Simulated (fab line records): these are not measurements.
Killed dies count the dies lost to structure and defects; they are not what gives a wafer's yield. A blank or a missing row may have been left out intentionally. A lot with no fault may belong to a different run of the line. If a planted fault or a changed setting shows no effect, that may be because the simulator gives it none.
fab line records	flow berkeley_cmos170
record: lots: 7	wafers: 21	last_day: 11
route steps=331 shown PVT@118 GATE@125 FIELD@126
lots that met no fault: taken from a fault-free run of the same line
start_h: start of the lot's first displayed wafer, in hours after the record's first day	wait_h: hours from the lot's prior step to this one	" repeats the value in the row above	L1.1+2: a single row standing in for several wafers	- no value present, or no start provided	* or withheld: withheld	< > ~ a bound
route shown NAME@n: a module of which the file shows steps, and the number in the route of the first	usual: the fault-free wafers' mean and standard deviation	same: alike in all rows	chamber/n: place in a boat	sites: the reading at each site	_std_site: standard deviation of those values	_edge_site: inner sites' mean taken away from outer sites' mean	radius_mm: for every site, how far away it sits from the centre of the wafer	mask NAME#n: copy n	behind: tool/chamber where the wafer was last shaped	hold: why the lot was held/for how many hours/how that ended	device: the n, p or np transistor that did not switch	end of line: at the end of the route, the tests of the same wafers	step lacking rows: just its recipe	killed: at the first sort, the dies lost to defects and structure; wafer yield is something else	map: the dies of a wafer, with x for killed, . for not killed, _ for no die there
set.NAME: the setting as run; set.NAME@STEP: as run at that earlier step	model.NAME: the simulator's own value behind a step, which no gauge read
certain route steps with their lots: each step a table, each wafer a row
services: a tool's chamber out of use, with start hour (start_h, from the record's first day; less than 0 if before it), hours out, and reason
== steps ==
step: UCB170_PVT_EXPOSE_03
recipe: mask_id: NWELL	target_cd_nm: 3000	na: 0.5	sigma_outer: 0.6	source_shape: conventional	dose_mj: 30
step: UCB170_PVT_PEB_04
recipe: peb_temp_c: 130	peb_time_s: withheld	resist: KrF
step: UCB170_PVT_DEVELOP_05
recipe: developer: TMAH	develop_time_s: 45	resist: KrF	dev_temp_c: 21
step: UCB170_PVT_OVL_MEAS_06
usual: PVT_OVL: 3/6.1
lot.wafer	tool	chamber	start_h	wait_h	PVT_OVL[nm]
L254.1	overlay-02	-	107.27	-	4
L254.3	"	-	"	"	3
L254.4	"	-	"	"	3
L257.1	overlay-02	-	128.37	-	4
L257.5	"	-	"	"	2
L257.6	"	-	"	"	2
L261.1	overlay-02	-	151.53	-	-1
L261.4	"	-	"	"	4
L261.6	"	-	"	"	9
L266.1	overlay-02	-	169.46	-	-12
L266.2	"	-	"	"	-14
L266.3	"	-	"	"	-14
L269.1	overlay-01	-	191.97	-	4
L269.4	"	-	"	"	5
L269.6	"	-	"	"	6
L271.3	overlay-01	-	202.29	-	6
L271.4	"	-	"	"	9
L271.6	"	-	"	"	8
L273.1	overlay-02	-	212.82	-	-8
L273.4	"	-	"	"	0
L273.5	"	-	"	"	-3
step: UCB170_PVT_IMPLANT_07
recipe: species: P	dose_cm2: 2e+12	energy_kev: 30	tilt_deg: 7
step: UCB170_PVT_STRIP_08
recipe: chemistry: O2	power_w: 400	pressure_mtorr: 3500	platen_temp_c: withheld	o2_flow_sccm: 400	overash_fraction: 0.5
usual: drypump_motor_current_A: 5.56/0.3	oes_product_au: 0.734/0.0045	strip_time_to_endpoint_s: 21.62/0.061
lot.wafer	tool	chamber	start_h	wait_h	drypump_motor_current_A	oes_product_au	rf_hours_counter_h	strip_time_to_endpoint_s
L254.1	plasma_asher-04	0	107.46	0.1	6.01	0.733	44	21.64
L254.3	"	1	"	"	5.23	0.733	-	21.64
L254.4	"	0	"	"	6.01	0.739	-	21.57
L257.1	plasma_asher-01	1	128.56	0.1	5.40	0.732	44	21.58
L257.5	"	0	"	"	5.49	0.733	-	21.61
L257.6	"	1	"	"	5.39	0.733	-	21.57
L261.1	plasma_asher-01	0	151.72	0.1	5.49	0.736	46	21.56
L261.4	"	1	"	"	5.38	0.736	-	21.63
L261.6	"	0	"	"	5.48	0.733	-	21.62
L266.1	plasma_asher-04	1	169.65	0.1	5.23	0.728	52	21.57
L266.2	"	0	"	"	6.02	0.737	52	21.65
L266.3	"	1	"	"	5.24	0.726	-	21.63
L269.1	plasma_asher-01	0	192.15	0.1	5.48	0.734	47	21.60
L269.4	"	0	"	"	5.47	0.730	-	21.61
L269.6	"	1	"	"	5.36	0.742	-	21.62
L271.3	plasma_asher-04	0	202.50	0.1	6.03	0.735	-	21.64
L271.4	"	1	"	"	5.23	0.732	-	21.69
L271.6	"	0	"	"	6.04	0.738	-	21.65
L273.1	plasma_asher-03	0	213.00	0.1	5.42	0.739	10	21.59
L273.4	"	0	"	"	5.44	0.739	-	21.60
L273.5	"	0	"	"	5.42	0.732	-	21.59
step: UCB170_PVT_TW_MEAS_09
usual: PVT_TW: 508/3.5
lot.wafer	tool	chamber	start_h	wait_h	PVT_TW
L254.1	film_metro-02	-	107.56	0.1	513
L254.3	"	-	"	"	514
L254.4	"	-	"	"	510
L257.1	film_metro-02	-	128.66	0.1	510
L257.5	"	-	"	"	512
L257.6	"	-	"	"	511
L261.1	film_metro-03	-	151.82	0.1	510
L261.4	"	-	"	"	512
L261.6	"	-	"	"	509
L266.1	film_metro-04	-	169.75	0.1	508
L266.2	"	-	"	"	509
L266.3	"	-	"	"	507
L269.1	film_metro-03	-	192.25	0.1	511
L269.4	"	-	"	"	513
L269.6	"	-	"	"	512
L271.3	film_metro-03	-	202.59	0.1	514
L271.4	"	-	"	"	511
L271.6	"	-	"	"	512
L273.1	film_metro-04	-	213.10	0.1	504
L273.4	"	-	"	"	507
L273.5	"	-	"	"	506
step: UCB170_GATE_WET_ETCH_00
recipe: chemistry: dHF	dilution: 25:1	target: SiO2	temp_c: 25	time_s: 200
step: UCB170_FIELD_THK_MEAS_91
recipe: reads: SiO2_of_FIELD_OXIDATION_01
usual: FIELD_OXIDE_LEFT_2_THK: 353/10
lot.wafer	tool	chamber	start_h	wait_h	FIELD_OXIDE_LEFT_2_THK[nm]
L254.1	film_metro-04	-	107.68	0.0	367
L254.3	"	-	"	"	360
L254.4	"	-	"	"	368
L257.1	film_metro-02	-	128.78	0.0	349
L257.5	"	-	"	"	351
L257.6	"	-	"	"	355
L261.1	film_metro-02	-	151.94	0.0	341
L261.4	"	-	"	"	344
L261.6	"	-	"	"	343
L266.1	film_metro-03	-	170.08	0.0	343
L266.2	"	-	"	"	343
L266.3	"	-	"	"	344
L269.1	film_metro-04	-	192.38	0.0	359
L269.4	"	-	"	"	350
L269.6	"	-	"	"	363
L271.3	film_metro-02	-	202.72	0.0	365
L271.4	"	-	"	"	367
L271.6	"	-	"	"	365
L273.1	film_metro-03	-	213.49	0.0	352
L273.4	"	-	"	"	355
L273.5	"	-	"	"	341
step: UCB170_GATE_OXIDATION_01
recipe: temp_c: 850	ambient: O2	target_thk_a: 66	ox_time_s: 1800
step: UCB170_GATE_THK_MEAS_02
recipe: reads: SiO2_of_GATE_OXIDATION_01
usual: GATE_OXIDE_THK: 6.66/0.17
lot.wafer	tool	chamber	start_h	wait_h	GATE_OXIDE_THK[nm]
L254.1	film_metro-04	-	113.91	0.0	6.71
L254.3	"	-	"	"	6.68
L254.4	"	-	"	"	6.64
L257.1	film_metro-04	-	132.00	0.0	6.38
L257.5	"	-	"	"	6.45
L257.6	"	-	"	"	6.45
L261.1	film_metro-01	-	158.78	0.0	6.69
L261.4	"	-	"	"	6.74
L261.6	"	-	"	"	6.64
L266.1	film_metro-03	-	173.76	0.0	7.00
L266.2	"	-	"	"	6.91
L266.3	"	-	"	"	6.90
L269.1	film_metro-04	-	197.34	0.0	6.92
L269.4	"	-	"	"	6.77
L269.6	"	-	"	"	6.80
L271.3	film_metro-03	-	207.74	0.0	6.70
L271.4	"	-	"	"	6.76
L271.6	"	-	"	"	6.83
L273.1	film_metro-01	-	217.06	0.0	6.74
L273.4	"	-	"	"	6.87
L273.5	"	-	"	"	6.80
step: UCB170_GATE_ANNEAL_03
recipe: temp_c: 900	time_s: 1800	ambient: N2
step: UCB170_GATE_CVD_04
recipe: material: poly-Si	temp_c: 610	precursor: SiH4	time_s: 1440	pressure_mtorr: 375	target_thk_nm: 214	sih4_flow_sccm: 120
usual: susceptor_temp_C: 609.96/0.3
lot.wafer	tool	chamber	start_h	wait_h	susceptor_temp_C
L254.1	lpcvd-01	1	115.50	0.0	610.25
L254.3	"	1	"	"	609.82
L254.4	"	1	"	"	609.81
L257.1	lpcvd-01	0	134.44	0.8	610.06
L257.5	"	0	"	"	610.28
L257.6	"	0	"	"	610.46
L261.1	lpcvd-01	1	165.81	0.0	609.84
L261.4	"	1	"	"	610.61
L261.6	"	1	"	"	609.90
L266.1	lpcvd-02	0	176.72	0.0	609.96
L266.2	"	0	"	"	610.22
L266.3	"	0	"	"	610.46
L266.1	lpcvd-02	0	178.29	0.2	610.12
L266.2	"	0	"	"	610.33
L266.3	"	0	"	"	610.11
L269.1	lpcvd-02	0	201.34	0.0	609.51
L269.4	"	0	"	"	610.00
L269.6	"	0	"	"	609.79
L269.1	lpcvd-02	0	202.91	0.2	609.71
L269.4	"	0	"	"	609.88
L269.6	"	0	"	"	609.63
L271.3	lpcvd-01	0	212.37	0.0	610.05
L271.4	"	0	"	"	609.67
L271.6	"	0	"	"	609.95
L271.3	lpcvd-01	0	213.94	0.2	610.04
L271.4	"	0	"	"	609.98
L271.6	"	0	"	"	609.35
L273.1	lpcvd-01	1	220.09	0.0	609.50
L273.4	"	1	"	"	609.92
L273.5	"	1	"	"	609.82
step: UCB170_GATE_THK_MEAS_05
recipe: reads: poly-Si_of_GATE_CVD_04
usual: GATE_POLY_THK: 212.3/2.5
lot.wafer	tool	chamber	start_h	wait_h	GATE_POLY_THK[nm]
L254.1	film_metro-01	-	116.90	0.0	210.7
L254.3	"	-	"	"	209.6
L254.4	"	-	"	"	213.1
L257.1	film_metro-03	-	136.54	0.0	215.5
L257.5	"	-	"	"	215.7
L257.6	"	-	"	"	212.9
L261.1	film_metro-04	-	167.21	0.0	211.4
L261.4	"	-	"	"	211.8
L261.6	"	-	"	"	209.8
L266.1	film_metro-03	-	179.71	0.0	418.8
L266.2	"	-	"	"	420.9
L266.3	"	-	"	"	421.1
L269.1	film_metro-01	-	204.31	0.0	429.5
L269.4	"	-	"	"	433.8
L269.6	"	-	"	"	431.0
L271.3	film_metro-04	-	215.36	0.0	425.6
L271.4	"	-	"	"	423.6
L271.6	"	-	"	"	422.8
L273.1	film_metro-04	-	221.50	0.0	214.3
L273.4	"	-	"	"	215.3
L273.5	"	-	"	"	214.7
step: UCB170_GATE_COAT_06
recipe: resist: BARC	temp_c: withheld	time_s: withheld	spin_rpm: 3000	resist_thk_nm: withheld
step: UCB170_GATE_COAT_07
recipe: resist: KrF	spin_rpm: 1500	resist_thk_nm: 900
step: UCB170_GATE_SOFTBAKE_08
recipe: resist: KrF	temp_c: 130	time_s: 60
step: UCB170_GATE_EXPOSE_09
recipe: mask_id: POLY	target_cd_nm: 350	na: 0.5	sigma_outer: 0.6	source_shape: conventional	dose_mj: 21
step: UCB170_GATE_PEB_10
recipe: peb_temp_c: 130	peb_time_s: withheld	resist: KrF
step: UCB170_GATE_DEVELOP_11
recipe: developer: TMAH	develop_time_s: 45	resist: KrF	dev_temp_c: 21
step: UCB170_GATE_CD_MEAS_12
recipe: target_cd_nm: 350
usual: cd_nm: 349.9/1
lot.wafer	tool	chamber	start_h	wait_h	cd_nm
L254.1	cd_sem-02	-	119.05	-	350.0
L254.3	"	-	"	"	350.1
L254.4	"	-	"	"	349.7
L257.1	cd_sem-02	-	137.93	-	350.7
L257.5	"	-	"	"	349.6
L257.6	"	-	"	"	350.4
L261.1	cd_sem-01	-	169.22	-	349.7
L261.4	"	-	"	"	349.2
L261.6	"	-	"	"	349.1
L266.1	cd_sem-01	-	180.83	-	351.6
L266.2	"	-	"	"	351.8
L266.3	"	-	"	"	348.2
L269.1	cd_sem-02	-	205.65	-	350.1
L269.4	"	-	"	"	350.8
L269.6	"	-	"	"	350.6
L271.3	cd_sem-01	-	216.28	-	350.2
L271.4	"	-	"	"	350.4
L271.6	"	-	"	"	350.2
L273.1	cd_sem-02	-	222.53	-	348.4
L273.4	"	-	"	"	349.6
L273.5	"	-	"	"	350.3
step: UCB170_GATE_OVL_MEAS_13
usual: GATE_OVL: 5/5.8
lot.wafer	tool	chamber	start_h	wait_h	GATE_OVL[nm]
L254.1	overlay-02	-	119.17	0.1	10
L254.3	"	-	"	"	5
L254.4	"	-	"	"	-9
L257.1	overlay-02	-	138.05	0.1	6
L257.5	"	-	"	"	6
L257.6	"	-	"	"	3
L261.1	overlay-01	-	169.34	0.1	11
L261.4	"	-	"	"	18
L261.6	"	-	"	"	13
L266.1	overlay-01	-	180.95	0.1	18
L266.2	"	-	"	"	13
L266.3	"	-	"	"	11
L269.1	overlay-02	-	205.77	0.1	6
L269.4	"	-	"	"	10
L269.6	"	-	"	"	6
L271.3	overlay-01	-	216.37	0.1	5
L271.4	"	-	"	"	-3
L271.6	"	-	"	"	1
L273.1	overlay-02	-	222.65	0.1	1
L273.4	"	-	"	"	6
L273.5	"	-	"	"	6
step: UCB170_GATE_ETCH_14
recipe: chemistry: N2/H2	target_depth_a: withheld	overetch_a: withheld	target: BARC	time_s: withheld	source_w: 500	bias_w: 100	pressure_mtorr: 30	n2_flow_sccm: 100	h2_flow_sccm: 200
usual: drypump_motor_current_A: 6.1/0.45	oes_product_au: 0.996/0.028	throttle_valve_pct: 13.39/0.16
lot.wafer	tool	chamber	start_h	wait_h	drypump_motor_current_A	oes_product_au	throttle_valve_pct
L254.1	rie_diel-04	0	119.20	0.0	6.1	0.981	13.15
L254.3	"	3	"	"	6.5	1.007	13.62
L254.4	"	2	"	"	6.1	1.011	13.33
L257.1	rie_diel-03	3	138.08	0.0	5.7	1.005	13.26
L257.5	"	3	"	"	5.7	1.017	13.24
L257.6	"	0	"	"	6.7	0.991	13.42
L261.1	rie_diel-03	0	169.37	0.0	6.7	0.998	13.42
L261.4	"	2	"	"	6.6	0.969	13.55
L261.6	"	3	"	"	5.7	1.015	13.26
L266.1	rie_diel-01	3	180.99	0.0	6.5	1.018	13.53
L266.2	"	0	"	"	5.7	0.952	13.48
L266.3	"	1	"	"	6.0	1.050	13.45
L269.1	rie_diel-03	2	205.80	0.0	6.6	0.958	13.54
L269.4	"	0	"	"	6.7	0.994	13.44
L269.6	"	0	"	"	6.7	0.994	13.42
L271.3	rie_diel-01	1	216.40	0.0	6.0	1.039	13.45
L271.4	"	0	"	"	5.7	0.957	13.48
L271.6	"	1	"	"	6.0	1.037	13.43
L273.1	rie_diel-03	2	222.68	0.0	6.6	0.958	13.55
L273.4	"	1	"	"	5.8	0.962	13.58
L273.5	"	2	"	"	6.6	0.963	13.55
step: UCB170_GATE_ETCH_15
recipe: chemistry: HBr/Cl2	target: poly-Si	stop_on: SiO2	over_etch_frac: 0.3	icp_w: 300	bias_w: 150	time_s: 56.3	pressure_mtorr: 15	HBr_flow_sccm: 150	Cl2_flow_sccm: 50	target_depth_a: 2782
usual: drypump_motor_current_A: 5.16/0.26	oes_product_au: 0.832/0.0097	throttle_valve_pct: 26.5/0.32
lot.wafer	tool	chamber	start_h	wait_h	drypump_motor_current_A	oes_product_au	rf_hours_counter_h	throttle_valve_pct	model.etch.depth_nm	model.GATE.feature_depth_nm
L254.1	rie_si-02	1	119.25	-	5.32	0.815	37	26.0	210.7	210.7
L254.3	"	3	"	"	5.45	0.824	43	26.8	209.6	209.6
L254.4	"	2	"	"	4.97	0.828	106	26.9	213	213
L257.1	rie_si-02	0	138.12	-	4.79	0.851	15	26.3	215.4	215.4
L257.5	"	2	"	"	4.97	0.835	-	26.9	215.6	215.6
L257.6	"	1	"	"	5.35	0.830	-	26.0	212.9	212.9
L261.1	rie_si-01	1	169.41	-	5.47	0.832	19	26.1	211.6	211.6
L261.4	"	0	"	"	5.27	0.828	64	26.7	211.9	211.9
L261.6	"	3	"	"	4.93	0.818	-	26.5	209.9	210
L266.1	rie_si-02	2	181.03	-	4.97	0.984	106	26.8	273.6	273.6
L266.2	"	1	"	"	5.33	1.006	37	26.0	277.7	277.7
L266.3	"	0	"	"	4.78	0.989	15	26.2	269.7	269.7
L269.1	rie_si-01	1	205.85	-	5.50	1.033	19	26.1	284.5	284.5
L269.4	"	3	"	"	4.91	1.033	27	26.5	290	290
L269.6	"	0	"	"	5.32	0.991	-	26.7	276.2	276.2
L271.3	rie_si-02	1	216.44	-	5.34	1.017	37	26.0	282.3	282.3
L271.4	"	0	"	"	4.77	0.978	15	26.3	265.5	265.5
L271.6	"	1	"	"	5.34	1.012	-	26.0	282.1	282.1
L273.1	rie_si-01	0	222.73	-	5.30	0.828	64	26.7	214.2	214.2
L273.4	"	2	"	"	4.99	0.841	78	26.6	215.5	215.5
L273.5	"	2	"	"	5.00	0.845	-	26.6	214.7	214.7
step: UCB170_GATE_STRIP_16
recipe: chemistry: O2	power_w: 400	pressure_mtorr: 3500	platen_temp_c: withheld	o2_flow_sccm: 400	overash_fraction: 0.5
usual: drypump_motor_current_A: 5.51/0.092	oes_product_au: 0.724/0.0042
lot.wafer	tool	chamber	start_h	wait_h	drypump_motor_current_A	oes_product_au	rf_hours_counter_h	model.poly-Si_of_GATE_CVD_04.thk_nm
L254.1	plasma_asher-02	1	119.29	0.0	5.52	0.719	36	210.4
L254.3	"	0	"	"	5.54	0.726	-	209.2
L254.4	"	1	"	"	5.53	0.726	-	212.7
L257.1	plasma_asher-03	1	138.17	0.0	5.71	0.728	3	215.1
L257.5	"	1	"	"	5.72	0.722	-	215.3
L257.6	"	0	"	"	5.40	0.729	-	212.5
L261.1	plasma_asher-03	0	169.46	0.0	5.43	0.720	6	211.3
L261.4	"	1	"	"	5.70	0.731	-	211.6
L261.6	"	1	"	"	5.69	0.720	-	209.5
L266.1	plasma_asher-02	0	181.08	0.0	5.58	0.727	42	418.5
L266.2	"	1	"	"	5.53	0.723	42	420.7
L266.3	"	1	"	"	5.53	0.730	-	420.8
L269.1	plasma_asher-01	1	206.08	0.2	5.38	0.736	48	429.4
L269.4	"	0	"	"	5.52	0.723	-	433
L269.6	"	1	"	"	5.35	0.723	-	430.4
L271.3	plasma_asher-01	0	216.52	0.1	5.47	0.728	-	425.2
L271.4	"	1	"	"	5.37	0.727	-	423.1
L271.6	"	1	"	"	5.38	0.721	-	422.6
L273.1	plasma_asher-03	0	222.77	0.0	5.42	0.724	11	213.9
L273.4	"	0	"	"	5.41	0.726	-	215.2
L273.5	"	0	"	"	5.41	0.722	-	214.4
step: UCB170_GATE_CD_MEAS_90
recipe: target_cd_nm: 350
usual: cd_nm: 349.8/1.3
lot.wafer	tool	chamber	start_h	wait_h	cd_nm
L254.1	cd_sem-02	-	119.39	0.1	351.4
L254.3	"	-	"	"	350.6
L254.4	"	-	"	"	350.2
L257.1	cd_sem-02	-	138.27	0.1	350.9
L257.5	"	-	"	"	350.6
L257.6	"	-	"	"	350.6
L261.1	cd_sem-01	-	169.56	0.1	349.6
L261.4	"	-	"	"	348.3
L261.6	"	-	"	"	350.5
L266.1	cd_sem-01	-	181.18	0.1	352.0
L266.2	"	-	"	"	352.8
L266.3	"	-	"	"	347.6
L269.1	cd_sem-01	-	206.18	0.1	349.0
L269.4	"	-	"	"	349.7
L269.6	"	-	"	"	350.1
L271.3	cd_sem-01	-	216.63	0.1	348.9
L271.4	"	-	"	"	350.6
L271.6	"	-	"	"	349.0
L273.1	cd_sem-02	-	222.89	0.1	347.5
L273.4	"	-	"	"	348.7
L273.5	"	-	"	"	349.2
== services ==
tool	chamber	start_h	hours	kind
rie_diel-03	0	87.82	2.1	repair
rie_diel-03	-	103.99	0.5	repair
plasma_asher-03	-	108.75	9.0	pm
plasma_asher-03	0	108.75	9.0	vent_cycle
plasma_asher-03	1	108.75	9.0	vent_cycle
rie_si-02	-	109.26	2.3	repair
rie_diel-01	3	117.56	9.9	repair
plasma_asher-03	0	117.75	-	clean
plasma_asher-03	1	117.75	-	clean
rie_si-01	2	123.92	5.3	repair
rie_diel-03	1	133.11	6.4	repair
plasma_asher-03	-	161.00	4.3	pm
rie_si-01	2	161.99	7.4	repair
lpcvd-02	-	167.03	0.8	repair
plasma_asher-01	-	168.90	10.0	pm
rie_diel-04	2	190.40	9.5	repair
plasma_asher-03	-	192.07	1.9	repair
plasma_asher-02	-	205.49	1.3	repair
rie_si-02	-	213.75	0.2	repair
== key ==
first_sign: step: UCB170_GATE_CVD_04	reading: visit	direction: added
effect: step: UCB170_GATE_THK_MEAS_05	reading: GATE_POLY_THK	direction: up	sigmas: 85	usual: 212.3	struck: 425.2
effect: step: UCB170_GATE_ETCH_15	reading: oes_product_au	direction: up	sigmas: 18	usual: 0.832	struck: 1.005
model_effect: step: UCB170_GATE_ETCH_15	value: etch.depth_nm	without: 212.7	struck: 277.9
model_effect: step: UCB170_GATE_STRIP_16	value: poly-Si_of_GATE_CVD_04.thk_nm	without: 212.4	struck: 424.9
met_at UCB170_GATE_CVD_04
struck_wafers L266.1,L266.2,L266.3,L269.1,L269.4,L269.6,L271.3,L271.4,L271.6
later_rows_left_out L266.1,L266.2,L266.3,L269.1,L269.4,L269.6,L271.3,L271.4,L271.6
sort_left_out L266.1,L266.2,L266.3,L269.1,L269.4,L269.6,L271.3,L271.4,L271.6
tester_left_out L266,L269,L271
fault: kind: repeated_step_whole	tool: lpcvd-01,lpcvd-02	chamber: -	onset_h: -	steps: UCB170_GATE_CVD_04	times: 1	scope: struck_lots_only
tester_left_out: of these lots the tester's yield and bins aren't shown, on N5 and GAA mostly nor the transistor test; their killed dies are dies lost to structure and defects alone, not to doping, threshold or leakage, so they don't give the yield
sort_left_out: the simulated sort isn't trusted on such a fault, so these wafers' sort isn't shown, and their yield isn't known
later_rows_left_out: the simulator's readings of these wafers behind a module that went badly wrong aren't trusted and aren't shown, but for the sort
